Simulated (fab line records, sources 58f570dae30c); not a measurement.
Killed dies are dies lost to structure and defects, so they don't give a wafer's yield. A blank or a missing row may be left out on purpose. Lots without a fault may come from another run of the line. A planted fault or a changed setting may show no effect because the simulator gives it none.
Which tool did it? | flow berkeley_cmos170 | 7 lots, 21 wafers sampled, at 3 steps of a route of 331

WHAT THE GAUGES READ, wafer by wafer
UCB170_PVT_TW_MEAS_09.
lot  | measured     | on            | PVT_TW
L732 | day 5 15:37  | film_metro-01 | 507.3 506.2 506.1
L735 | day 6 14:35  | film_metro-01 | 505.2 506.7 506.4
L740 | day 7 19:32  | film_metro-04 | 504.5 501.7 507.2
L743 | day 8 07:22  | film_metro-02 | 505.4 503.9 504.2
L747 | day 8 15:18  | film_metro-02 | 508.8 505.3 507.7
L752 | day 10 02:02 | film_metro-01 | 503.4 507.9 505.7
L754 | day 10 09:58 | film_metro-01 | 506.8 503.6 506.2

WHICH TOOL RAN EACH LOT (tool, then ch and the chambers of the sampled wafers, then the start)
lot  | UCB170_NVT_STRIP_08                  | UCB170_PVT_IMPLANT_07
L732 | plasma_asher-01 ch 0,1, day 5 10:50  | implanter-02 ch 0, day 5 15:24
L735 | plasma_asher-01 ch 0,1, day 6 11:29  | implanter-01 ch 0, day 6 14:20
L740 | plasma_asher-04 ch 0,1, day 7 17:49  | implanter-02 ch 0, day 7 19:18
L743 | plasma_asher-01 ch 0,1, day 8 05:34  | implanter-01 ch 0, day 8 07:08
L747 | plasma_asher-04 ch 0,1, day 8 13:09  | implanter-01 ch 0, day 8 15:03
L752 | plasma_asher-04 ch 0,1, day 10 00:00 | implanter-02 ch 0, day 10 01:47
L754 | plasma_asher-02 ch 0,1, day 10 07:14 | implanter-04 ch 0, day 10 09:44
- UCB170_NVT_STRIP_08: strips in O2.
- UCB170_PVT_IMPLANT_07

THE ANSWER, worked out from the rows above alone
Rule: what is usual is taken from the lots themselves. Put in order of their means at a reading, lots are off if they are a third of the lots or fewer, leave a main group of 4 or more, and stand apart from it by a gap of 3 or more times the standard deviation of the main group's means; of several such gaps the widest counts. A main group whose means are all the same, to the digits that the tables above print for the reading, isn't used. A lot without any number at a reading at which 4 lots or more have one is off too. The other lots that the step has rows for count as sound.
No lot is off at any reading shown: from this, nothing can be told.

WHAT THE SIMULATOR HAD PUT IN
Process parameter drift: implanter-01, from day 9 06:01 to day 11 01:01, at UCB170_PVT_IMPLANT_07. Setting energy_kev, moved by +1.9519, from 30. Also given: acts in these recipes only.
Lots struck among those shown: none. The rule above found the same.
